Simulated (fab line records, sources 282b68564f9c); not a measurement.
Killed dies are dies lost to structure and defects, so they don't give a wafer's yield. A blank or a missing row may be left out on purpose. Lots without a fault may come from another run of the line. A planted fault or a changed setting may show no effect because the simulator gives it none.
Tool commonality check | flow rit_cmos | 14 lots, 42 wafers sampled

WHY IT WAS OPENED
At RIT_ACTIVE_THK_MEAS_04 the reading ACTIVE_NITRIDE_THK is flagged on 2 of 14 lots. Wafers without a fault read 149.9 nm, standard deviation 1.4.
Rule: a lot is flagged when every wafer of it that has a number lies more than 4 standard deviations from that mean, or none has a number. The other lots count as sound.

lot  | measured    | on            | ACTIVE_NITRIDE_THK (nm), wafer by wafer | flag
L577 | day 1 14:14 | film_metro-02 | 149.6 149.9 150.5                       |
L578 | day 1 18:33 | film_metro-04 | 150.3 148.8 150.2                       |
L579 | day 2 00:18 | film_metro-02 | 150.7 152.0 150.4                       |
L580 | day 2 04:36 | film_metro-02 | 148.4 149.1 148.9                       |
L581 | day 2 10:26 | film_metro-02 | 147.1 147.8 149.2                       |
L583 | day 2 20:35 | film_metro-02 | 149.8 150.8 150.9                       |
L584 | day 3 00:37 | film_metro-03 | 147.4 147.8 145.9                       |
L586 | day 3 10:37 | film_metro-03 | 148.4 149.7 148.3                       |
L587 | day 3 15:53 | film_metro-03 | 151.2 152.3 151.4                       |
L591 | day 4 13:24 | film_metro-03 | 150.4 148.8 150.1                       |
L596 | day 5 13:40 | film_metro-04 | 119.1 118.4 117.8                       | FLAGGED
L597 | day 5 17:45 | film_metro-03 | 121.7 120.8 120.6                       | FLAGGED
L598 | day 5 22:46 | film_metro-04 | 151.3 150.7 150.2                       |
L600 | day 6 09:25 | film_metro-02 | 150.5 150.2 150.7                       |
The numbers of the flagged lots are 119.7 nm on average: -30.2 nm against the usual, or -22 standard deviations.

WHICH TOOL RAN EACH LOT
The record holds 1 process step before the reading, out of a route of 202 steps. In each cell: the tool, then ch and the chambers that the sampled wafers went through, then the start.
lot  | flag    | RIT_ACTIVE_CVD_03
L577 |         | lpcvd-01 ch 0, day 1 12:07
L578 |         | lpcvd-02 ch 0, day 1 17:07
L579 |         | lpcvd-01 ch 1, day 1 22:10
L580 |         | lpcvd-02 ch 0, day 2 03:10
L581 |         | lpcvd-02 ch 0, day 2 09:01
L583 |         | lpcvd-01 ch 0, day 2 18:28
L584 |         | lpcvd-02 ch 1, day 2 23:11
L586 |         | lpcvd-02 ch 0, day 3 09:13
L587 |         | lpcvd-01 ch 1, day 3 14:28
L591 |         | lpcvd-02 ch 0, day 4 11:58
L596 | FLAGGED | lpcvd-01 ch 1, day 5 12:14
L597 | FLAGGED | lpcvd-01 ch 1, day 5 16:19
L598 |         | lpcvd-02 ch 0, day 5 21:22
L600 |         | lpcvd-02 ch 1, day 6 08:00
What these steps do:
- RIT_ACTIVE_CVD_03: deposits Si3N4 from SiH2Cl2/NH3, target thk 150 nm, time 1500 s.
- RIT_ACTIVE_THK_MEAS_04

FLAGGED OVER TOTAL, TOOL BY TOOL (the gauges that took the reading come last)
step                   | tool          | lots run | flagged | share of the flagged lots | sound lots run after its first flagged lot
RIT_ACTIVE_CVD_03      | lpcvd-01      | 6        | 2       | all                       | 0
RIT_ACTIVE_CVD_03      | lpcvd-02      | 8        | 0       | none                      | -
RIT_ACTIVE_THK_MEAS_04 | film_metro-02 | 6        | 0       | none                      | -
RIT_ACTIVE_THK_MEAS_04 | film_metro-03 | 5        | 1       | some                      | 0
RIT_ACTIVE_THK_MEAS_04 | film_metro-04 | 3        | 1       | some                      | 1 (L598)

WHAT THE TABLE ALLOWS
1 row of the table ran every flagged lot: lpcvd-01 at RIT_ACTIVE_CVD_03.
- lpcvd-01 at RIT_ACTIVE_CVD_03: 2 of its 6 lots flagged. Its last sound lot is L587 (day 3 14:28), its first flagged lot L596 (day 5 12:14): a fault that began between those two fits.
One tool is left: lpcvd-01 at RIT_ACTIVE_CVD_03.

WHAT THE SIMULATOR HAD PUT IN
Process parameter drift: lpcvd-01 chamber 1, from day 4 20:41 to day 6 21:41, at RIT_ACTIVE_CVD_03. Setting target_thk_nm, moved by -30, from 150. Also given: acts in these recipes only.
Lots struck among those shown: L596, L597. The rule above found the same.
